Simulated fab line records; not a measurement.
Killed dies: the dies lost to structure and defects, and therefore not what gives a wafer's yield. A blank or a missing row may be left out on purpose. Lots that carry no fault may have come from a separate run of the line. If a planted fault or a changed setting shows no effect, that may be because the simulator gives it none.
Which tool did it? :: flow berkeleyCmos170 :: 6 lots, 17 wafers sampled, at 2 steps of a route of 331

## WHAT THE GAUGES SHOWED, per wafer
UCB170_V2_CD_MEAS_90: the cd target is 700 nm.
lot: L107
measured: day 7 12:02
on: cdSem-02
cdNm (nm): 698.7 697.3 698.3

lot: L109
measured: day 8 02:02
on: cdSem-02
cdNm (nm): 698.6 699.3 698.4

lot: L112
measured: day 8 23:14
on: cdSem-02
cdNm (nm): 701.0 701.4 701.0

lot: L114
measured: day 8 23:33
on: cdSem-02
cdNm (nm): 699.2 699.7 699.4

lot: L116
measured: day 9 18:59
on: cdSem-02
cdNm (nm): 700.8 700.7 700.5

lot: L124
measured: day 11 12:08
on: cdSem-02
cdNm (nm): 698.6 697.6

## TOOL THAT RAN EACH LOT (tool first, then ch and the chambers of the sampled wafers, then the start)
lot: L107
UCB170_V2_ETCH_14: rieDiel-02 ch 1,2, day 7 11:44

lot: L109
UCB170_V2_ETCH_14: rieDiel-02 ch 0,1,3, day 8 01:46

lot: L112
UCB170_V2_ETCH_14: rieDiel-03 ch 0,1, day 8 22:57

lot: L114
UCB170_V2_ETCH_14: rieDiel-02 ch 0,3, day 8 23:14

lot: L116
UCB170_V2_ETCH_14: rieDiel-02 ch 0,3, day 9 18:41

lot: L124
UCB170_V2_ETCH_14: rieDiel-03 ch 0,1, day 11 11:52
- UCB170_V2_ETCH_14: etches SiO2 in CHF3/CF4/Ar, stops on Al, target depth 1250 nm, time 291 s.

## THE ANSWER, worked out from the rows above alone
Rule: the usual values come from the lots themselves. The widest of any qualifying gaps counts: lots, ordered by their means at a reading, are off when they make up no more than a third of the lots, leave a main group of 4 or more, and stand apart from it by 3 or more times the standard deviation of that group's means. Not used: any main group whose means are identical at the precision the tables above print for the reading. Also off: a lot with no number at a reading for which 4 or more lots have one. Any other lot the step has rows for is counted as sound.
Across all readings shown, no lot is off: no conclusion can be drawn from this.

## WHAT THE SIMULATOR HAD PUT IN
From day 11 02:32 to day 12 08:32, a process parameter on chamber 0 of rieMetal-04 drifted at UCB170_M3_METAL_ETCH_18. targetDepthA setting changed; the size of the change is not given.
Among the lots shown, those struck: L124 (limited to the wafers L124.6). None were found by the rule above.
